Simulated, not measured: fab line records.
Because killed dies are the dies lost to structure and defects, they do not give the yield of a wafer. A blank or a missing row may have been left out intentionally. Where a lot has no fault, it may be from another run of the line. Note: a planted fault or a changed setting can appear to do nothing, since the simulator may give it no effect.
Which tool did it? :: flow berkeley cmos170 :: 39 wafers from 13 lots sampled at 2 of the route's 331 steps

== WHAT THE GAUGES READ, wafer by wafer ==
No reading from a measuring or inspecting step in the record can be judged against a usual standard deviation.

== WHAT TOOL EACH LOT RAN ON (gives the tool, then ch and the chambers of the sampled wafers, and finally the start) ==
lot: L146
UCB170_V2_ETCH_14: rie diel-01 ch 0,2,3, day 9 09:01
UCB170_V2_STRIP_15: plasma asher-03 ch 0,1, day 9 09:12

lot: L145
UCB170_V2_ETCH_14: rie diel-03 ch 1,2,3, day 9 09:17
UCB170_V2_STRIP_15: plasma asher-03 ch 0,1, day 9 09:28

lot: L149
UCB170_V2_ETCH_14: rie diel-01 ch 0,2,3, day 9 09:33
UCB170_V2_STRIP_15: plasma asher-02 ch 0,1, day 9 09:44

lot: L148
UCB170_V2_ETCH_14: rie diel-02 ch 0,1,2, day 9 09:50
UCB170_V2_STRIP_15: plasma asher-03 ch 0,1, day 9 10:01

lot: L147
UCB170_V2_ETCH_14: rie diel-02 ch 0,3, day 9 11:47
UCB170_V2_STRIP_15: plasma asher-04 ch 0,1, day 9 12:00

lot: L150
UCB170_V2_ETCH_14: rie diel-03 ch 1,2,3, day 10 15:31
UCB170_V2_STRIP_15: plasma asher-03 ch 0,1, day 10 15:43

lot: L152
UCB170_V2_ETCH_14: rie diel-01 ch 0,1,3, day 10 17:50
UCB170_V2_STRIP_15: plasma asher-03 ch 0,1, day 10 18:01

lot: L151
UCB170_V2_ETCH_14: rie diel-02 ch 0,1, day 10 18:23
UCB170_V2_STRIP_15: plasma asher-02 ch 0,1, day 10 18:34

lot: L154
UCB170_V2_ETCH_14: rie diel-03 ch 0,1,2, day 11 04:54
UCB170_V2_STRIP_15: plasma asher-02 ch 0,1, day 11 05:05

lot: L159
UCB170_V2_ETCH_14: rie diel-03 ch 1,2, day 12 21:02
UCB170_V2_STRIP_15: plasma asher-03 ch 0,1, day 12 21:13

lot: L163
UCB170_V2_ETCH_14: rie diel-02 ch 0,1,3, day 13 05:19
UCB170_V2_STRIP_15: plasma asher-02 ch 0,1, day 13 05:30

lot: L165
UCB170_V2_ETCH_14: rie diel-01 ch 0,2, day 13 11:22
UCB170_V2_STRIP_15: plasma asher-02 ch 0,1, day 13 11:32

lot: L166
UCB170_V2_ETCH_14: rie diel-01 ch 0,1,2, day 13 15:05
UCB170_V2_STRIP_15: plasma asher-03 ch 0,1, day 13 15:16
- UCB170_V2_ETCH_14: etches SiO2 in CHF3/CF4/Ar, stops on Al, target depth 1250 nm, time 291 s.
- UCB170_V2_STRIP_15: strips in O2.

== AS READ BY THE TOOLS THEMSELVES (means over the sampled wafers that have a number; for cases with no such wafer, the mark the record gives instead) ==
UCB170_V2_ETCH_14. Usual: drypump motor current A 5.8 A, standard deviation 0.61; oes product au 0.878 a.u., standard deviation 0.011; rf fwd power W 698.0 W, standard deviation 2.1; throttle valve pct 6.99 %, standard deviation 0.14.
lot: L146
tool: rie diel-01
drypump motor current A (A): 6.2
oes product au (a.u.): 0.882
rf fwd power W (W): 697.2
throttle valve pct (%): 7.13
flag: 

lot: L145
tool: rie diel-03
drypump motor current A (A): 5.6
oes product au (a.u.): 0.876
rf fwd power W (W): 696.7
throttle valve pct (%): 6.93
flag: 

lot: L149
tool: rie diel-01
drypump motor current A (A): 6.2
oes product au (a.u.): 0.886
rf fwd power W (W): 697.0
throttle valve pct (%): 7.13
flag: 

lot: L148
tool: rie diel-02
drypump motor current A (A): 6.2
oes product au (a.u.): 0.883
rf fwd power W (W): 697.1
throttle valve pct (%): 7.00
flag: 

lot: L147
tool: rie diel-02
drypump motor current A (A): 6.2
oes product au (a.u.): 0.870
rf fwd power W (W): 698.1
throttle valve pct (%): 6.87
flag: 

lot: L150
tool: rie diel-03
drypump motor current A (A): 5.6
oes product au (a.u.): 0.882
rf fwd power W (W): 699.8
throttle valve pct (%): 6.93
flag: 

lot: L152
tool: rie diel-01
drypump motor current A (A): 5.8
oes product au (a.u.): 0.885
rf fwd power W (W): 698.7
throttle valve pct (%): 7.09
flag: 

lot: L151
tool: rie diel-02
drypump motor current A (A): 6.4
oes product au (a.u.): 0.871
rf fwd power W (W): 699.8
throttle valve pct (%): 6.98
flag: 

lot: L154
tool: rie diel-03
drypump motor current A (A): 5.5
oes product au (a.u.): 0.833
rf fwd power W (W): 698.1
throttle valve pct (%): 6.94
flag: OFF

lot: L159
tool: rie diel-03
drypump motor current A (A): 5.1
oes product au (a.u.): 0.838
rf fwd power W (W): 697.7
throttle valve pct (%): 6.92
flag: OFF

lot: L163
tool: rie diel-02
drypump motor current A (A): 6.3
oes product au (a.u.): 0.878
rf fwd power W (W): 696.8
throttle valve pct (%): 6.93
flag: 

lot: L165
tool: rie diel-01
drypump motor current A (A): 6.1
oes product au (a.u.): 0.878
rf fwd power W (W): 699.6
throttle valve pct (%): 7.18
flag: 

lot: L166
tool: rie diel-01
drypump motor current A (A): 5.7
oes product au (a.u.): 0.881
rf fwd power W (W): 698.1
throttle valve pct (%): 7.14
flag: 

UCB170_V2_STRIP_15. Usual: drypump motor current A 5.73 A, standard deviation 0.27; oes product au 0.722 a.u., standard deviation 0.0044; strip time to endpoint s 15.36 s, standard deviation 0.12.
lot: L146
tool: plasma asher-03
drypump motor current A (A): 5.59
oes product au (a.u.): 0.723
strip time to endpoint s (s): 15.20
flag: 

lot: L145
tool: plasma asher-03
drypump motor current A (A): 5.59
oes product au (a.u.): 0.720
strip time to endpoint s (s): 15.46
flag: 

lot: L149
tool: plasma asher-02
drypump motor current A (A): 5.91
oes product au (a.u.): 0.719
strip time to endpoint s (s): 15.38
flag: 

lot: L148
tool: plasma asher-03
drypump motor current A (A): 5.77
oes product au (a.u.): 0.722
strip time to endpoint s (s): 15.39
flag: 

lot: L147
tool: plasma asher-04
drypump motor current A (A): 5.18
oes product au (a.u.): 0.722
strip time to endpoint s (s): 15.30
flag: 

lot: L150
tool: plasma asher-03
drypump motor current A (A): 5.60
oes product au (a.u.): 0.720
strip time to endpoint s (s): 15.39
flag: 

lot: L152
tool: plasma asher-03
drypump motor current A (A): 5.58
oes product au (a.u.): 0.724
strip time to endpoint s (s): 15.37
flag: 

lot: L151
tool: plasma asher-02
drypump motor current A (A): 5.92
oes product au (a.u.): 0.717
strip time to endpoint s (s): 15.34
flag: 

lot: L154
tool: plasma asher-02
drypump motor current A (A): 5.90
oes product au (a.u.): 0.725
strip time to endpoint s (s): 14.84
flag: OFF

lot: L159
tool: plasma asher-03
drypump motor current A (A): 5.77
oes product au (a.u.): 0.719
strip time to endpoint s (s): 14.77
flag: OFF

lot: L163
tool: plasma asher-02
drypump motor current A (A): 5.80
oes product au (a.u.): 0.720
strip time to endpoint s (s): 15.25
flag: 

lot: L165
tool: plasma asher-02
drypump motor current A (A): 5.80
oes product au (a.u.): 0.722
strip time to endpoint s (s): 15.39
flag: 

lot: L166
tool: plasma asher-03
drypump motor current A (A): 5.76
oes product au (a.u.): 0.726
strip time to endpoint s (s): 15.45
flag: 

== THE ANSWER, worked out from the rows above alone ==
Rule: take the mean of a lot's wafers that have a number; if it is more than 3 standard deviations from the usual mean, the lot is off. Also off: a lot with no number at a reading for which 4 or more lots have one. Where the step has rows for the other lots, those lots are counted as sound. Order of review: gauges by route order, followed by the tools' own readings, for which a lot's mean as printed above is used. At the first step where some lot is off, the reading lying furthest off is the one used; lots without a number count as furthest.
Off at UCB170_V2_ETCH_14 (oes product au): L154, L159.
A tool fits if, at that step or a process step before it, it ran every lot that is off, and no sound lot after the first of them. One fits: UCB170_V2_ETCH_14 on rie diel-03. A fault onset in the window from L150 (day 10 15:31, its last sound lot) to L154 (day 11 04:54, its first lot off) fits.
On the lots that are off, the tool's own readings at UCB170_V2_ETCH_14 differ by more than 5 times the standard deviation of the sound lots' means, which bears it out; oes product au reads 0.835 a.u. there versus 0.879 a.u. on the sound lots.

== WHAT WAS PUT IN BY THE SIMULATOR ==
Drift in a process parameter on rie diel-03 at UCB170_V2_ETCH_14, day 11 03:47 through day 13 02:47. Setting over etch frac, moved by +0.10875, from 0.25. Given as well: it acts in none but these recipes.
Struck lots among those shown: L154, L159. The rule above found the same.
